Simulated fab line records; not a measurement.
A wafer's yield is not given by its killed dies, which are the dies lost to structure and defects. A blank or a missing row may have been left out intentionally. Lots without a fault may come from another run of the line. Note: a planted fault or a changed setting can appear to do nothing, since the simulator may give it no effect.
Which tool is to blame? | flow rit cmos | 39 wafers from 13 lots sampled at 2 of the route's 202 steps

== WHAT THE GAUGES READ, wafer by wafer ==
RIT_CONTACT_CD_MEAS_08: the cd target is 1000 nm. Usual: cd nm 999.5 nm, standard deviation 2.
lot  | measured    | on        | cd nm (nm)           | flag
L403 | day 3 03:28 | cd sem-01 | 998.7 998.6 998.4    |
L404 | day 3 07:56 | cd sem-02 | 997.8 997.9 999.0    |
L405 | day 3 14:46 | cd sem-01 | 1002.4 1002.0 1002.9 |
L407 | day 4 02:01 | cd sem-01 | 998.1 997.9 998.6    |
L409 | day 4 10:48 | cd sem-01 | 996.0 997.5 994.7    |
L411 | day 5 05:34 | cd sem-02 | 1148.2 1149.6 1148.7 | OFF
L412 | day 5 07:59 | cd sem-02 | 1000.3 1000.8 999.7  |
L420 | day 6 18:09 | cd sem-01 | 998.3 997.9 1000.7   |
L421 | day 6 22:48 | cd sem-02 | 998.2 997.7 1000.1   |
L422 | day 7 02:47 | cd sem-02 | 998.3 998.2 1001.1   |
L423 | day 7 07:43 | cd sem-01 | 1000.1 998.9 1002.3  |
L424 | day 7 12:04 | cd sem-01 | 1002.3 998.7 999.9   |
L425 | day 7 19:31 | cd sem-01 | 1000.6 1001.3 1000.5 |

== TOOL THAT RAN EACH LOT (tool first, then ch and the chambers of the sampled wafers, then the start) ==
lot  | RIT_CONTACT_EXPOSE_05
L403 | iline stepper-01 ch 0, day 3 02:57
L404 | iline stepper-01 ch 0, day 3 07:26
L405 | iline stepper-01 ch 0, day 3 14:14
L407 | iline stepper-01 ch 0, day 4 01:30
L409 | iline stepper-02 ch 0, day 4 10:17
L411 | iline stepper-01 ch 0, day 5 05:02
L412 | iline stepper-01 ch 0, day 5 07:28
L420 | iline stepper-02 ch 0, day 6 17:38
L421 | iline stepper-02 ch 0, day 6 22:17
L422 | iline stepper-02 ch 0, day 7 02:16
L423 | iline stepper-01 ch 0, day 7 07:12
L424 | iline stepper-01 ch 0, day 7 11:33
L425 | iline stepper-01 ch 0, day 7 18:59
- RIT_CONTACT_EXPOSE_05: exposes mask M11, target cd 1000 nm.

== AS READ BY THE TOOLS THEMSELVES (means over the sampled wafers that have a number; for cases with no such wafer, the mark the record gives instead) ==
The record holds no such reading with a usual standard deviation.

== THE ANSWER, worked out from the rows above alone ==
Rule: a lot is off if the mean of its wafers that have a number lies more than 3 standard deviations from the usual mean. Also off: a lot with no number at a reading for which 4 or more lots have one. Any other lot the step has rows for is counted as sound. After the gauges, taken in route order, come the tools' own readings; for these a lot's mean is taken, as printed above. At the first step where some lot is off, the reading lying furthest off is the one used; lots without a number count as furthest.
Off at RIT_CONTACT_CD_MEAS_08 (cd nm): L411.
If a tool, at a process step before that reading, ran all the lots that are off and no sound lot after the first of them, it fits. The gauges at RIT_CONTACT_CD_MEAS_08 are tried like those tools. Of those tried, none fits.

== WHAT THE SIMULATOR HAD PUT IN ==
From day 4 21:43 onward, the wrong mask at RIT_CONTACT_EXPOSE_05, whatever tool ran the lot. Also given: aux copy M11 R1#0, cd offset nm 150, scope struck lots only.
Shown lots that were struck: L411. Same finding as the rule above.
